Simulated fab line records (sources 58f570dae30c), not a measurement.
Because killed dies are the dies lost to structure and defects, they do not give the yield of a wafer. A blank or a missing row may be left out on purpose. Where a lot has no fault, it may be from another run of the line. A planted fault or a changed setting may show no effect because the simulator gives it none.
Struck lot and sound lot, side by side || flow berkeley-cmos170 || 45 steps out of a route of 331
Sound: wafers L808.2, L808.3, L808.4. Wafers struck: L819.1, L819.2, L819.4. The cause is named last.
Each step with rows lists, per side, the tool, then ch with its chambers, then its first start. Under that, the readings that differ: sound wafers || struck wafers || difference of the means || sigmas: that difference in standard deviations of wafers without a fault.
alike: a reading whose means differ by less than 2 such deviations, as well as words and numbers matching on both sides. not compared: withheld readings; readings where some wafer has no value; bounds like >300 that might hide an equal value; numbers whose values overlap and for which the record gives no deviation.
A row with sigmas, a row that says differs or no value, or rows on one side alone: a step with any of these is where the two part. Non-overlapping numbers with no deviation appear without sigmas and do not part them. A reading that every wafer of one side lacks parts them only if that side has two wafers or more.

first, 2 steps without rows for these wafers: UCB170_FIELD_CLEAN_00 (cleans in dHF, time 7.5 s); UCB170_FIELD_OXIDATION_01 (target thk 558.3 nm, ox time 7200 s).
UCB170_FIELD_THK_MEAS_02:
  sound on film-metro-03, day 6 04:24; struck on film-metro-02, day 8 12:07
  alike: FIELD_OXIDE_THK
then, 4 steps without rows for these wafers: UCB170_FIELD_ANNEAL_03 (time 1200 s); UCB170_FIELD_WET_ETCH_04 (etches SiO2 in dHF, time 60 s); UCB170_FIELD_WET_ETCH_05 (etches Si3N4 in H3PO4, time 12600 s); UCB170_FIELD_WET_ETCH_06 (etches SiO2 in BOE, time 22 s).
UCB170_FIELD_THK_MEAS_90:
  sound on film-metro-03, day 6 13:29; struck on film-metro-03, day 8 21:08
  alike: FIELD_OXIDE_LEFT_1_THK
then, 2 steps without rows for these wafers: UCB170_SACOX_CLEAN_00 (cleans in dHF, time 7.5 s); UCB170_SACOX_OXIDATION_01 (target thk 14.4 nm, ox time 2400 s).
UCB170_SACOX_THK_MEAS_02:
  sound on film-metro-02, day 6 18:36; struck on film-metro-03, day 9 02:44
  alike: SACOX_OXIDE_THK
then, 1 step without rows for these wafers: UCB170_SCREENOX_WET_ETCH_00 (etches SiO2 in dHF, time 200 s).
UCB170_SCREENOX_OXIDATION_01: target thk 14.4 nm, ox time 2400 s.
  sound on furnace-01 ch 0, day 6 21:58; struck on furnace-04 ch 0, day 9 06:17
{"reading": "spike-tc-centre-C (C)", "sound": "903.5 902.6 900.8", "struck": "875.2 873.8 875.3", "difference": -27.5, "sigmas": -25}
{"reading": "spike-tc-load-C (C)", "sound": "921.1 922.0 920.9", "struck": "896.6 896.1 895.9", "difference": -25.1, "sigmas": -18}
{"reading": "spike-tc-source-C (C)", "sound": "925.9 927.3 927.6", "struck": "897.4 898.4 896.8", "difference": -29.4, "sigmas": -17}
{"reading": "tube-center-temp-C (C)", "sound": "900.08 900.04 899.94", "struck": "872.48 872.61 872.63", "difference": -27.45, "sigmas": "-99 or more"}
{"reading": "tube_center_temp_C_max", "sound": "901.7 901.9 902.4", "struck": "874.7 874.6 874.9", "difference": -27.3, "sigmas": -70}
{"reading": "model.SiO2_of_SCREENOX_OXIDATION_01.thk-nm (nm)", "sound": "14.36 14.64 14.54", "struck": "11.07 10.63 10.82", "difference": -3.67, "sigmas": ""}
UCB170_SCREENOX_THK_MEAS_02:
  sound on film-metro-01, day 6 23:41; struck on film-metro-01, day 9 07:57
{"reading": "SCREENOX_OXIDE_THK (nm)", "sound": "14.31 14.63 14.50", "struck": "11.01 10.65 10.81", "difference": -3.66, "sigmas": -15}
then, 7 steps without rows for these wafers: UCB170_SCREENOX_ANNEAL_03 (time 900 s); UCB170_NVT_HMDS_00 (prime time 60 s); UCB170_NVT_COAT_01 (resist thk 900 nm); UCB170_NVT_SOFTBAKE_02 (time 60 s); UCB170_NVT_EXPOSE_03 (exposes mask PWELL, target cd 3000 nm); UCB170_NVT_PEB_04; UCB170_NVT_DEVELOP_05 (develop time 45 s).
UCB170_NVT_OVL_MEAS_06:
  sound on overlay-02, day 7 06:28; struck on overlay-01, day 9 15:05
  alike: NVT_OVL
next, for these wafers, 1 step has no rows: UCB170_NVT_IMPLANT_07.
UCB170_NVT_STRIP_08: strips in O2.
  sound on plasma-asher-01 ch 0,1, day 7 06:38; struck on plasma-asher-02 ch 0,1, day 9 15:17
{"reading": "drypump-motor-current-A (A)", "sound": "5.2 5.1 5.2", "struck": "6.1 6.6 6.1", "difference": "+1.1", "sigmas": "+2"}
  alike: oes-product-au, strip-time-to-endpoint-s
  not compared: rf-hours-counter-h
UCB170_NVT_TW_MEAS_09:
  sound on film-metro-01, day 7 06:45; struck on film-metro-03, day 9 15:23
  alike: NVT_TW
then, 7 steps without rows for these wafers: UCB170_NVT_CLEAN_10 (cleans in SPM, time 600 s); UCB170_PVT_HMDS_00 (prime time 60 s); UCB170_PVT_COAT_01 (resist thk 900 nm); UCB170_PVT_SOFTBAKE_02 (time 60 s); UCB170_PVT_EXPOSE_03 (exposes mask NWELL, target cd 3000 nm); UCB170_PVT_PEB_04; UCB170_PVT_DEVELOP_05 (develop time 45 s).
UCB170_PVT_OVL_MEAS_06:
  sound on overlay-02, day 7 08:14; struck on overlay-02, day 9 16:47
  alike: PVT_OVL
next, for these wafers, 1 step has no rows: UCB170_PVT_IMPLANT_07.
UCB170_PVT_STRIP_08: strips in O2.
  sound on plasma-asher-01 ch 0,1, day 7 08:25; struck on plasma-asher-01 ch 0,1, day 9 16:58
{"reading": "strip-time-to-endpoint-s (s)", "sound": "21.65 21.65 21.69", "struck": "21.53 21.54 21.55", "difference": -0.12, "sigmas": -2}
  alike: drypump-motor-current-A, oes-product-au
  not compared: rf-hours-counter-h
UCB170_PVT_TW_MEAS_09:
  sound on film-metro-02, day 7 08:31; struck on film-metro-01, day 9 17:04
{"reading": "PVT_TW", "sound": "521 519 521", "struck": "501 503 498", "difference": -20, "sigmas": -3}
then, 1 step without rows for these wafers: UCB170_GATE_WET_ETCH_00 (etches SiO2 in dHF, time 200 s).
UCB170_FIELD_THK_MEAS_91:
  sound on film-metro-01, day 7 08:38; struck on film-metro-03, day 9 17:13
  alike: FIELD_OXIDE_LEFT_2_THK
then, 1 step without rows for these wafers: UCB170_GATE_OXIDATION_01 (target thk 6.6 nm, ox time 1800 s).
UCB170_GATE_THK_MEAS_02:
  sound on film-metro-03, day 7 14:32; struck on film-metro-03, day 9 22:41
  alike: GATE_OXIDE_THK
then, 2 steps without rows for these wafers: UCB170_GATE_ANNEAL_03 (time 1800 s); UCB170_GATE_CVD_04 (deposits poly-Si from SiH4, time 1440 s, target thk 214 nm).
UCB170_M2_ETCH_17: etches BARC in N2/H2.
  sound on rie-diel-03 ch 0,1,3, day 9 07:37; struck on rie-diel-04 ch 0,1,3, day 11 20:56
{"reading": "model.M2.cd-nm (nm)", "sound": "698.7 697.9 699.6", "struck": "691.3 691.1 689.9", "difference": -8.0, "sigmas": ""}
  alike: drypump-motor-current-A, oes-product-au, throttle-valve-pct
UCB170_M2_METAL_ETCH_18: etches Al in Cl2/BCl3, stops on SiO2, target depth 1170 nm, time 195 s.
  sound on rie-metal-01 ch 0, day 9 07:44; struck on rie-metal-04 ch 0,1, day 11 20:59
{"reading": "model.M2.cd-nm (nm)", "sound": "708.4 705 704.6", "struck": "682.2 693.4 687.8", "difference": -18.2, "sigmas": ""}
  alike: drypump-motor-current-A, oes-product-au, throttle-valve-pct
  not compared: rf-hours-counter-h
UCB170_M3_PROBE_99:
  sound on prober-02, day 9 13:55; struck on prober-02, day 12 03:47
{"reading": "model.etest.cap-p-gate.c-min-ff-um2", "sound": "1.133 1.133 1.133", "struck": "1.152 1.156 1.16", "difference": "+0.023", "sigmas": ""}
{"reading": "model.etest.nmos_0p35.body-rise-v (V)", "sound": "0.3259 0.3281 0.3279", "struck": "0.3258 0.3242 0.3218", "difference": -0.0034, "sigmas": ""}

== WHERE THEY PART ==
Last at UCB170_PVT_TW_MEAS_09 as far as this record goes, first at UCB170_SCREENOX_OXIDATION_01. Later steps at which nothing parts them and some readings are alike: UCB170_FIELD_THK_MEAS_91, UCB170_GATE_THK_MEAS_02, UCB170_M2_ETCH_17, UCB170_M2_METAL_ETCH_18.

WHY: the cause the simulator had injected
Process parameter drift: furnace-04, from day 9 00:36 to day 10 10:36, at UCB170_SCREENOX_OXIDATION_01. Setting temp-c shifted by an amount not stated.
